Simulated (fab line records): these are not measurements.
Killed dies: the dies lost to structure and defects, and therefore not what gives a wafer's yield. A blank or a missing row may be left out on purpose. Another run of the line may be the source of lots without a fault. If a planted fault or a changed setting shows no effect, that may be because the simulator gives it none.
The tool behind it: which one?    flow berkeley cmos170    13 lots with 39 wafers sampled at 5 steps, on a route of 331 steps

## WHAT EACH GAUGE READ, for each wafer
UCB170_START_BOW_MEAS_00. Usual: INCOMING_BOW gives 0 um (standard deviation 6.3).
lot   measured     on             INCOMING_BOW (um)  flag
L511  day 1 10:01  film metro-02  -4 -2 -5           
L513  day 1 20:00  film metro-03  3 5 3              
L514  day 2 01:00  film metro-02  8 -1 3             
L515  day 2 06:02  film metro-03  -7 -1 -4           
L516  day 2 11:02  film metro-03  -3 13 9            
L517  day 2 16:02  film metro-02  11 -2 -1           
L518  day 2 21:01  film metro-01  0 1 -6             
L519  day 3 02:01  film metro-01  -1 -13 7           
L520  day 3 07:00  film metro-01  5 -4 7             
L522  day 3 17:01  film metro-01  -4 -10 3           
L525  day 4 08:00  film metro-01  -12 -1 4           
L528  day 4 23:00  film metro-01  -11 6 -8           
L529  day 5 04:01  film metro-01  -5 -6 -3           

UCB170_SPACER_THK_MEAS_01. Usual: SPACER_TEOS_THK gives 376 nm (standard deviation 5.9).
lot   measured      on             SPACER_TEOS_THK (nm)  flag
L511  day 7 20:53   film metro-04  362 371 374           
L513  day 8 05:46   film metro-04  369 371 381           
L514  day 8 16:06   film metro-03  364 367 373           
L515  day 8 15:34   film metro-03  371 384 382           
L516  day 8 15:16   film metro-04  369 375 377           
L517  day 9 16:09   film metro-01  374 384 376           
L518  day 9 15:22   film metro-01  376 371 384           
L519  day 9 15:56   film metro-01  372 376 383           
L520  day 9 14:31   film metro-03  375 378 379           
L522  day 9 16:08   film metro-03  374 372 379           
L525  day 10 19:20  film metro-03  379 377 341           
L528  day 10 18:31  film metro-04  376 379 387           
L529  day 11 10:19  film metro-04  367 369 375           

UCB170_CONTACT_CD_MEAS_15: target cd 700 nm. Usual: cd nm reads 700.2 nm (standard deviation 1.8).
lot   measured      on         cd nm (nm)         flag
L511  day 8 18:22   cd sem-01  697.8 698.3 698.8  
L513  day 8 21:35   cd sem-01  701.6 701.7 701.5  
L514  day 9 12:28   cd sem-02  700.5 701.6 701.2  
L515  day 9 12:09   cd sem-02  700.8 700.8 701.0  
L516  day 9 10:27   cd sem-02  701.3 702.8 702.2  
L517  day 10 09:43  cd sem-02  698.8 699.0 699.4  
L518  day 10 09:25  cd sem-02  699.0 700.5 699.1  
L519  day 10 06:55  cd sem-02  699.0 700.6 702.6  
L520  day 10 06:13  cd sem-02  701.1 700.6 699.4  
L522  day 10 09:16  cd sem-01  700.6 699.5 699.7  
L525  day 11 15:02  cd sem-02  699.2 698.3 699.2  
L528  day 11 15:25  cd sem-01  702.0 703.2 702.0  
L529  day 11 23:32  cd sem-01  702.1 700.7 701.5  

## TOOL THAT RAN EACH LOT (tool first, then ch and the chambers of the sampled wafers, then the start)
lot   UCB170_SPACER_CVD_00             UCB170_BACKSIDE_STRIP_03
L511  pecvd-04 ch 0,2, day 7 20:50     plasma asher-04 ch 0,1, day 8 12:47
L513  pecvd-02 ch 0,1,2, day 8 05:44   plasma asher-02 ch 0,1, day 8 16:34
L514  pecvd-04 ch 0,2, day 8 16:04     plasma asher-01 ch 0,1, day 9 03:50
L515  pecvd-01 ch 0,1,2, day 8 15:31   plasma asher-02 ch 0,1, day 9 03:43
L516  pecvd-02 ch 0,1,2, day 8 15:11   plasma asher-01 ch 0,1, day 9 03:18
L517  pecvd-01 ch 0,2, day 9 16:05     plasma asher-04 ch 0,1, day 10 01:52
L518  pecvd-01 ch 0,1, day 9 15:19     plasma asher-01 ch 1, day 10 01:23
L519  pecvd-04 ch 1,2, day 9 15:53     plasma asher-01 ch 0,1, day 10 01:07
L520  pecvd-02 ch 1,2, day 9 14:28     plasma asher-04 ch 0,1, day 10 00:56
L522  pecvd-02 ch 1,2, day 9 16:05     plasma asher-02 ch 0,1, day 10 01:17
L525  pecvd-01 ch 0,1,2, day 10 19:14  plasma asher-01 ch 0,1, day 11 07:43
L528  pecvd-01 ch 0,1,2, day 10 18:29  plasma asher-02 ch 0,1, day 11 07:50
L529  pecvd-04 ch 0,1,2, day 11 10:16  plasma asher-02 ch 1, day 11 18:33
- UCB170_SPACER_CVD_00: deposits SiO2 from TEOS/O2, target thk 376 nm, time 47 s.
- UCB170_BACKSIDE_STRIP_03: strips in O2.

## WHAT THE TOOLS THEMSELVES READ (means of the sampled wafers that have a number; where no wafer has one, the mark that the record gives instead)
UCB170_SPACER_CVD_00. Usual: heater power w 253 W, standard deviation 42; rf fwd power W 544.9 W, standard deviation 1.9.
lot   tool      heater power w (W)  rf fwd power W (W)  flag
L511  pecvd-04  244                 546.4               
L513  pecvd-02  240                 545.5               
L514  pecvd-04  247                 544.8               
L515  pecvd-01  218                 544.3               
L516  pecvd-02  233                 545.0               
L517  pecvd-01  209                 546.1               
L518  pecvd-01  287                 544.0               
L519  pecvd-04  294                 544.7               
L520  pecvd-02  264                 545.1               
L522  pecvd-02  310                 544.0               
L525  pecvd-01  219                 544.4               
L528  pecvd-01  246                 544.2               
L529  pecvd-04  252                 546.2               

UCB170_BACKSIDE_STRIP_03. Usual: chamber pressure mTorr 3500.1 mTorr, standard deviation 2.9; drypump motor current A 6.0 A, standard deviation 0.42; oes product au 0.735 a.u., standard deviation 0.0048; strip time to endpoint s 21.99 s, standard deviation 0.064.
lot   tool             chamber pressure mTorr (mTorr)  drypump motor current A (A)  oes product au (a.u.)  strip time to endpoint s (s)  flag
L511  plasma asher-04  3497.7                          5.4                          0.733                  22.00                         
L513  plasma asher-02  3501.3                          6.2                          0.734                  21.93                         
L514  plasma asher-01  3498.6                          6.1                          0.736                  22.06                         
L515  plasma asher-02  3504.1                          6.3                          0.729                  21.94                         
L516  plasma asher-01  3498.6                          6.1                          0.734                  22.00                         
L517  plasma asher-04  3500.3                          5.4                          0.731                  21.91                         
L518  plasma asher-01  3500.5                          6.4                          0.739                  21.92                         
L519  plasma asher-01  3499.5                          6.1                          0.740                  22.14                         
L520  plasma asher-04  3500.3                          5.4                          0.739                  22.00                         
L522  plasma asher-02  3502.8                          6.3                          0.734                  22.04                         
L525  plasma asher-01  3499.7                          6.2                          0.735                  22.03                         
L528  plasma asher-02  3500.0                          6.1                          0.734                  21.97                         
L529  plasma asher-02  3500.8                          6.1                          0.736                  21.95                         

## THE ANSWER, worked out from the rows above alone
Rule: lot off if the mean of its wafers having a number is beyond 3 standard deviations from the usual mean. A lot without any number at a reading at which 4 lots or more have one is off too. The other lots that the step has rows for count as sound. The gauges are gone through in route order, then the tools' own readings, and for those a lot's mean is taken as printed above. The first step at which some lot is off is used, and at that step the reading that is off furthest; a lot without a number counts as furthest.
No lot is off on any of the readings shown, so nothing can be concluded from this.

## WHAT THE SIMULATOR HAD PUT IN
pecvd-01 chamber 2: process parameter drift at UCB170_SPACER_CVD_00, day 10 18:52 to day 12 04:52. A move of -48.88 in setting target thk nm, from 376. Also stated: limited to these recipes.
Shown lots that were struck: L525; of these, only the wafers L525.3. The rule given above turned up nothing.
